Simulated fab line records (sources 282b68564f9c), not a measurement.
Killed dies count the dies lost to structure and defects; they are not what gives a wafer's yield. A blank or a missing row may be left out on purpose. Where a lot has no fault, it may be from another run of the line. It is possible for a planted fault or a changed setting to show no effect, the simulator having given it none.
What tool caused it? | flow ritCmos | 15 lots with 45 wafers sampled at 4 steps, on a route of 202 steps

WHAT EACH GAUGE READ, for each wafer
RIT_ACTIVE_CD_MEAS_11 targets a cd of 1400 nm.
lot  | measured    | on       | cdNm (nm)
L253 | day 2 01:41 | cdSem-02 | 1395.2 1394.9 1395.7
L254 | day 2 06:53 | cdSem-01 | 1399.3 1397.9 1399.4
L255 | day 2 12:35 | cdSem-01 | 1400.4 1400.3 1401.5
L256 | day 2 18:13 | cdSem-01 | 1398.5 1400.5 1400.1
L257 | day 2 22:47 | cdSem-01 | 1400.9 1398.4 1400.5
L258 | day 3 06:20 | cdSem-01 | 1401.7 1403.5 1401.9
L259 | day 3 08:11 | cdSem-02 | 1401.4 1400.7 1399.1
L260 | day 3 11:36 | cdSem-02 | 1403.2 1402.3 1402.1
L261 | day 3 17:44 | cdSem-02 | 1400.0 1399.8 1401.0
L262 | day 3 22:34 | cdSem-02 | 1404.0 1402.7 1400.6
L263 | day 4 06:59 | cdSem-02 | 1399.7 1399.2 1401.6
L264 | day 4 10:16 | cdSem-02 | 1397.3 1398.7 1396.8
L265 | day 4 13:13 | cdSem-02 | 1399.5 1397.3 1397.9
L269 | day 5 09:31 | cdSem-02 | 1400.4 1400.4 1400.5
L271 | day 5 19:40 | cdSem-02 | 1401.2 1399.5 1401.0

RIT_M1_RS_MEAS_01: measures by four-point-probe.
lot  | measured    | on           | M1_AL_RS (ohm/sq)
L253 | day 4 01:34 | filmMetro-03 | 0.0729 0.0730 0.0730
L254 | day 4 07:01 | filmMetro-03 | 0.0726 0.0728 0.0727
L255 | day 4 17:01 | filmMetro-02 | 0.0735 0.0727 0.0727
L256 | day 4 22:29 | filmMetro-01 | 0.0737 0.0747 0.0747
L257 | day 5 01:25 | filmMetro-03 | 0.0730 0.0727 0.0724
L258 | day 5 04:53 | filmMetro-03 | 0.0733 0.0733 0.0729
L259 | day 5 06:38 | filmMetro-02 | 0.0734 0.0729 0.0729
L260 | day 5 12:06 | filmMetro-03 | 0.0723 0.0723 0.0727
L261 | day 5 18:10 | filmMetro-01 | 0.0727 0.0732 0.0725
L262 | day 5 22:41 | filmMetro-01 | 0.0728 0.0735 0.0737
L263 | day 6 04:13 | filmMetro-03 | 0.0728 0.0731 0.0731
L264 | day 6 08:14 | filmMetro-02 | 0.0741 0.0738 0.0738
L265 | day 6 09:40 | filmMetro-01 | 0.0732 0.0735 0.0729
L269 | day 7 08:58 | filmMetro-02 | 0.0730 0.0728 0.0726
L271 | day 7 12:22 | filmMetro-03 | 0.0737 0.0737 0.0746

TOOL THAT RAN EACH LOT (tool first, then ch and the chambers of the sampled wafers, then the start)
lot  | RIT_REOX_CLEAN_00             | RIT_NSD_STRIP_09
L253 | wetBench-02 ch 1, day 3 09:40 | plasmaAsher-03 ch 0,1, day 3 19:55
L254 | wetBench-03 ch 0, day 3 13:00 | plasmaAsher-01 ch 0,1, day 4 01:12
L255 | wetBench-01 ch 3, day 3 21:29 | plasmaAsher-02 ch 0,1, day 4 11:03
L256 | wetBench-03 ch 0, day 4 03:53 | plasmaAsher-01 ch 0,1, day 4 16:21
L257 | wetBench-03 ch 0, day 4 09:08 | plasmaAsher-03 ch 0,1, day 4 19:12
L258 | wetBench-01 ch 1, day 4 12:29 | plasmaAsher-02 ch 0,1, day 4 22:48
L259 | wetBench-02 ch 3, day 4 13:06 | plasmaAsher-03 ch 0,1, day 5 00:41
L260 | wetBench-03 ch 2, day 4 19:38 | plasmaAsher-03 ch 0,1, day 5 06:04
L261 | wetBench-03 ch 2, day 5 02:05 | plasmaAsher-03 ch 0,1, day 5 12:14
L262 | wetBench-03 ch 2, day 5 05:02 | plasmaAsher-02 ch 0,1, day 5 16:28
L263 | wetBench-03 ch 0, day 5 11:10 | plasmaAsher-03 ch 0,1, day 5 22:02
L264 | wetBench-02 ch 1, day 5 14:57 | plasmaAsher-01 ch 0,1, day 6 02:26
L265 | wetBench-01 ch 2, day 5 16:40 | plasmaAsher-03 ch 0,1, day 6 03:53
L269 | wetBench-02 ch 0, day 6 11:04 | plasmaAsher-03 ch 0,1, day 7 03:08
L271 | wetBench-01 ch 3, day 6 20:50 | plasmaAsher-01 ch 0,1, day 7 06:32
- RIT_REOX_CLEAN_00: cleans in SC1, time 600 s.
- RIT_NSD_STRIP_09: strips in O2, time 180 s.

AS READ BY THE TOOLS THEMSELVES (means over the sampled wafers that have a number; for cases with no such wafer, the mark the record gives instead)
RIT_NSD_STRIP_09.
lot  | tool           | drypumpMotorCurrentA (A)
L253 | plasmaAsher-03 | 5.63
L254 | plasmaAsher-01 | 5.94
L255 | plasmaAsher-02 | 5.87
L256 | plasmaAsher-01 | 5.84
L257 | plasmaAsher-03 | 5.51
L258 | plasmaAsher-02 | 5.95
L259 | plasmaAsher-03 | 5.51
L260 | plasmaAsher-03 | 5.63
L261 | plasmaAsher-03 | 5.63
L262 | plasmaAsher-02 | 5.88
L263 | plasmaAsher-03 | 5.63
L264 | plasmaAsher-01 | 5.86
L265 | plasmaAsher-03 | 5.61
L269 | plasmaAsher-03 | 5.61
L271 | plasmaAsher-01 | 5.93

THE ANSWER, worked out from the rows above alone
Rule: usual is defined by the lots themselves. Put in order of their means at a reading, lots are off if they are a third of the lots or fewer, leave a main group of 4 or more, and stand apart from it by a gap of 3 or more times the standard deviation of the main group's means; of several such gaps the widest counts. The tables above print the reading to a certain number of digits; a main group whose means all agree to those digits is not used. Also off: a lot with no number at a reading for which 4 or more lots have one. All remaining lots with rows at the step are treated as sound. After the gauges, taken in route order, come the tools' own readings; for these a lot's mean is taken, as printed above. At the first step where some lot is off, the reading lying furthest off is the one used; lots without a number count as furthest.
None of the lots is off at any reading shown; this tells nothing.

WHAT WAS PUT IN BY THE SIMULATOR
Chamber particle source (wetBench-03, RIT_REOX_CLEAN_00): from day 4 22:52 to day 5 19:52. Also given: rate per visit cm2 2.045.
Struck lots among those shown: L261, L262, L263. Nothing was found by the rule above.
